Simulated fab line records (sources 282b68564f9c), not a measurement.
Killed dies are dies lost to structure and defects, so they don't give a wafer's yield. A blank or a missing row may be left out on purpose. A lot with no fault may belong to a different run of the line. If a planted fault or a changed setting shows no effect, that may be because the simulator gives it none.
A lot that was struck, set against a sound lot :: flow rit_cmos :: 16 steps out of a route of 202
Sound: these wafers, L772.1, L772.4, L772.5. Wafers struck: L778.1, L778.3, L778.6. The cause is named last.
At each step with rows: each side's tool, then ch and its chambers, then its first start. Under that, the readings that differ: sound wafers :: struck wafers :: difference of the means :: sigmas: that difference in standard deviations of wafers without a fault.
alike: readings with means less than 2 such deviations apart, plus words and numbers identical on both sides. not compared: withheld readings, readings lacking a value on some wafer, bounds such as >300 that could conceal the same value, and numbers that have no deviation in the record and whose values overlap.
Wherever a step has rows on one side only, a row that says differs or no value, or a row with sigmas, the two part there. Numbers that don't overlap but have no deviation are shown without sigmas and don't part them. A reading missing from all wafers of one side parts the sides only when that side holds two or more wafers.

first, 1 step without rows for these wafers: RIT_PSD_IMPLANT_08.
RIT_PSD_STRIP_09: strips in O2, time 180 s.
  sound on plasma_asher-04 ch 0,1, day 5 15:17; struck on plasma_asher-04 ch 0,1, day 7 03:11
  alike: chamber_pressure_mTorr, drypump_motor_current_A
  not compared: rf_hours_counter_h
RIT_PSD_TW_MEAS_10:
  sound: film_metro-03 at day 5 15:28; struck: film_metro-01 at day 7 03:22
  alike: PSD_TW
then, 3 steps without rows for these wafers: RIT_SDANNEAL_CLEAN_00 (cleans in SC1, time 600 s); RIT_SDANNEAL_CLEAN_01 (cleans in dHF, time 30 s); RIT_SDANNEAL_CLEAN_02 (cleans in SC2, time 600 s).
RIT_SDANNEAL_RTA_03: time 5 s.
  sound on rtp_anneal-02 ch 0, day 5 15:53; struck on rtp_anneal-01 ch 0, day 7 03:47
  alike: wafer_temp_C_max
RIT_SDANNEAL_RS_MEAS_04: measures by four-point-probe.
  sound: film_metro-01 at day 5 15:57; struck: film_metro-01 at day 7 03:50
  alike: PSD_RS
RIT_SDANNEAL_RS_MEAS_05: measures by four-point-probe.
  sound: film_metro-01 at day 5 16:04; struck: film_metro-01 at day 7 03:58
  alike: NSD_RS
RIT_SDANNEAL_RS_MEAS_06: measures by four-point-probe.
  sound: film_metro-01 at day 5 16:11; struck: film_metro-01 at day 7 04:05
  alike: PLDD_RS
RIT_SDANNEAL_RS_MEAS_07: measures by four-point-probe.
  sound: film_metro-01 at day 5 16:19; struck: film_metro-01 at day 7 04:12
  alike: NLDD_RS
then, 1 step without rows for these wafers: RIT_SILICIDE_WET_ETCH_00 (etches SiO2 in BOE, target depth 14 nm, time 15 s).
RIT_SILICIDE_SPUTTER_01: material Ti, target thk 30 nm, time 240 s.
  sound: pvd_sputter-03 at day 5 16:26; struck: pvd_sputter-01 at day 7 04:20
reading: chamber_pressure_pa (Pa)
sound: 0.6718 0.6671 0.6664
struck: 0.6476 0.6492 0.6464
difference: -0.0207
sigmas: -16
  alike: throttle_valve_pct
RIT_SILICIDE_RS_MEAS_02: measures by four-point-probe.
  sound: film_metro-04 at day 5 16:35; struck: film_metro-04 at day 7 04:29
reading: SILICIDE_TI_RS (ohm/sq)
sound: 45.6 47.1 47.3
struck: 44.7 44.7 44.6
difference: -2.0
sigmas: -3
RIT_SILICIDE_THK_MEAS_03: measures by xrf.
  sound: film_metro-04 at day 5 16:43; struck: film_metro-04 at day 7 04:37
  alike: SILICIDE_TI_THK
RIT_M1_PROBE_99:
  the record holds rows for the sound wafers here (prober-02, day 5 23:35) but none for the struck ones

## WHERE THEY PART
At RIT_SILICIDE_SPUTTER_01 first; at RIT_M1_PROBE_99 last (within this record only).

WHY: what the simulator had put in
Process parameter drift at RIT_SILICIDE_SPUTTER_01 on pvd_sputter-01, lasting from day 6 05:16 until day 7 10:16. From 0.667, the setting chamber_pressure_pa moved by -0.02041.
